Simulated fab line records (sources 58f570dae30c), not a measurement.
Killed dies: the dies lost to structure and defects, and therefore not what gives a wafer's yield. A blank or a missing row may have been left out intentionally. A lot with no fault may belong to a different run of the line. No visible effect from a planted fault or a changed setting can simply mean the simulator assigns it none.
Which tool was responsible? :: flow berkeleyCmos170 :: 7 lots, 21 wafers sampled, at 3 steps of a route of 331

WHAT EACH GAUGE READ, for each wafer
UCB170_SDANNEAL_RS_MEAS_04: a four-point-probe measurement.
lot: L571
measured: day 7 09:06
on: filmMetro-01
PLDD_RS (ohm/sq): 1030.7 1029.9 1029.8

lot: L574
measured: day 8 09:57
on: filmMetro-03
PLDD_RS (ohm/sq): 1031.2 1031.9 1031.8

lot: L576
measured: day 8 10:09
on: filmMetro-02
PLDD_RS (ohm/sq): 1031.7 1032.2 1034.2

lot: L578
measured: day 9 08:22
on: filmMetro-02
PLDD_RS (ohm/sq): 1003.7 1007.0 1006.4

lot: L582
measured: day 9 20:32
on: filmMetro-01
PLDD_RS (ohm/sq): 1005.9 1006.7 1008.7

lot: L580
measured: day 9 20:47
on: filmMetro-02
PLDD_RS (ohm/sq): 1008.6 1005.8 1006.4

lot: L589
measured: day 11 07:18
on: filmMetro-01
PLDD_RS (ohm/sq): 1033.3 1031.0 1032.1

WHAT TOOL EACH LOT RAN ON (gives the tool, then ch and the chambers of the sampled wafers, and finally the start)
lot: L571
UCB170_GATE_STRIP_16: plasmaAsher-04 ch 0,1, day 6 20:14
UCB170_PLDD_IMPLANT_08: implanter-02 ch 0, day 6 22:03

lot: L574
UCB170_GATE_STRIP_16: plasmaAsher-02 ch 0,1, day 7 17:07
UCB170_PLDD_IMPLANT_08: implanter-03 ch 0, day 7 19:47

lot: L576
UCB170_GATE_STRIP_16: plasmaAsher-04 ch 0,1, day 7 17:21
UCB170_PLDD_IMPLANT_08: implanter-04 ch 0, day 7 20:01

lot: L578
UCB170_GATE_STRIP_16: plasmaAsher-02 ch 0, day 8 18:39
UCB170_PLDD_IMPLANT_08: implanter-02 ch 0, day 8 20:25

lot: L582
UCB170_GATE_STRIP_16: plasmaAsher-01 ch 0,1, day 9 03:47
UCB170_PLDD_IMPLANT_08: implanter-02 ch 0, day 9 06:57

lot: L580
UCB170_GATE_STRIP_16: plasmaAsher-01 ch 0,1, day 9 03:18
UCB170_PLDD_IMPLANT_08: implanter-02 ch 0, day 9 06:39

lot: L589
UCB170_GATE_STRIP_16: plasmaAsher-04 ch 0,1, day 10 13:09
UCB170_PLDD_IMPLANT_08: implanter-04 ch 0, day 10 15:28
- UCB170_GATE_STRIP_16: strips in O2.
- UCB170_PLDD_IMPLANT_08

THE ANSWER, worked out from the rows above alone
Rule: the usual values come from the lots themselves. Put in order of their means at a reading, lots are off if they are a third of the lots or fewer, leave a main group of 4 or more, and stand apart from it by a gap of 3 or more times the standard deviation of the main group's means; of several such gaps the widest counts. Not used: any main group whose means are identical at the precision the tables above print for the reading. A lot without any number at a reading at which 4 lots or more have one is off too. All remaining lots with rows at the step are treated as sound.
No lot is off on any of the readings shown, so nothing can be concluded from this.

WHAT THE SIMULATOR HAD INSERTED
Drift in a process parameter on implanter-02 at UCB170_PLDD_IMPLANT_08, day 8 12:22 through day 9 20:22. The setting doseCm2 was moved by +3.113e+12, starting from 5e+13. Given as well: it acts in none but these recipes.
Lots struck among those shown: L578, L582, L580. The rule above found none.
